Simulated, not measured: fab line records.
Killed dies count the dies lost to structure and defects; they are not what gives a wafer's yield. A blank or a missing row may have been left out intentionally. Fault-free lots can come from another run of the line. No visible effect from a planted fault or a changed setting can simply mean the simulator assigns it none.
Split-lot experiment ; flow berkeley_cmos170 ; 23 wafers read across 5 lots, on a route 331 steps long

## ON THE SPLIT
At UCB170_V1_ETCH_14 (etches SiO2 in CHF3/CF4/Ar, stops on Al, target depth 1250 nm, time 291 s), the setting rf_w was moved away from the recipe's 700 W on 7 of the 23 wafers read, by -11.2% to +10.3%. All remaining wafers had this setting at the recipe value.

Reading taken at the split's own step.

## THE READING
KrF_of_V1_COAT_07.thk_nm (the simulator's own value, which no gauge read), in nm, at UCB170_V1_ETCH_14 (etches SiO2 in CHF3/CF4/Ar, stops on Al, target depth 1250 nm, time 291 s). The file gives no usual value for it. The 16 wafers here that ran the recipe average 614.2 nm, standard deviation 3.5 nm.

wafer;tool, chamber at the split;rf_w as run, W;against the recipe;KrF_of_V1_COAT_07.thk_nm, nm;against lot-mates on the recipe
L076.1;rie_diel-04, 2;772.1;+10.3%;600.9;-13.9
L076.2;rie_diel-04, 1;700;recipe;614.6;-
L076.3;rie_diel-04, 2;700;recipe;610.1;-
L076.4;rie_diel-04, 1;700;recipe;619.8;-
L076.5;rie_diel-04, 2;772.1;+10.3%;600.2;-14.6
L075.2;rie_diel-03, 2;621.5;-11.2%;630.1;+12.8
L075.3;rie_diel-03, 0;700;recipe;616.8;-
L075.4;rie_diel-03, 1;700;recipe;620.2;-
L075.5;rie_diel-03, 0;700;recipe;614.8;-
L075.6;rie_diel-03, 1;621.5;-11.2%;629.9;+12.6
L079.1;rie_diel-02, 3;700;recipe;615.9;-
L079.3;rie_diel-02, 0;700;recipe;608.9;-
L079.4;rie_diel-02, 1;700;recipe;612;-
L079.5;rie_diel-02, 3;700;recipe;615.3;-
L079.6;rie_diel-02, 2;700;recipe;617.5;-
L082.1;rie_diel-02, 0;700;recipe;610.8;-
L082.3;rie_diel-02, 3;700;recipe;617.9;-
L082.4;rie_diel-02, 1;755.6;+7.9%;602.3;-12.0
L082.5;rie_diel-02, 0;755.6;+7.9%;599.8;-14.5
L082.6;rie_diel-02, 1;755.6;+7.9%;599.6;-14.7
L084.2;rie_diel-02, 0;700;recipe;613.1;-
L084.5;rie_diel-02, 1;700;recipe;609.9;-
L084.6;rie_diel-02, 0;700;recipe;610.3;-

THE FIT
A straight line over all 23 wafers: KrF_of_V1_COAT_07.thk_nm changes by -1.47 nm for each +1% of rf_w; r = -0.93; the points scatter about the line by 3.2 nm.
The same after taking each lot's own level away (the mean of its wafers on the recipe; 23 wafers): -1.37 nm for each +1%; r = -0.93; scatter 2.9 nm.
That fit puts the effect of the largest move of rf_w on the reading at 15 nm.
The lots' own levels span 611.10 to 617.27 nm, that is 1.7 times the standard deviation above.
So the lot-to-lot level changes the slope little: the two slopes agree.
Check: +15.5 nm against its lot-mates is what the line predicts for one of the wafers moved furthest among these (-11.2%) when that wafer is left out of the fit. It came out at +12.8 nm against them.

## THE OTHER SPLITS THESE WAFERS WENT THROUGH
Note: prior to the reading, these wafers also went through further splits. Each is held against what the fit with the lots' levels taken away leaves over:
other split on the same wafers;wafers away from the commonest value;r with KrF_of_V1_COAT_07.thk_nm (lot level and that fit taken away)
UCB170_PSD_IMPLANT_08 dose_cm2;5;+0.34
UCB170_NSD_IMPLANT_08 energy_kev;8;+0.08
UCB170_CONTACT_CVD_01 o2_flow_sccm;15;+0.23
UCB170_CONTACT_SOFTBAKE_11 time_s;7;-0.11
UCB170_M1_COAT_04 spin_rpm;12;+0.06

## THE WHOLE CHAIN: every reading that the file lists as answering this split, in the file's order
step;what it does;reading;change (the file's fit);r (the file's)
UCB170_V1_ETCH_14;etches SiO2 in CHF3/CF4/Ar, stops on Al, target depth 1250 nm, time 291 s;KrF_of_V1_COAT_07.thk_nm (the simulator's own value, which no gauge read);-1.35 nm for each +1% of the setting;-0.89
UCB170_V1_STRIP_15;strips in O2;strip_time_to_endpoint_s;withheld for each +1% of the setting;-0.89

## FILE'S OWN FIT
KrF_of_V1_COAT_07.thk_nm changes by -1.35 nm for each +1% of rf_w, r = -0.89.
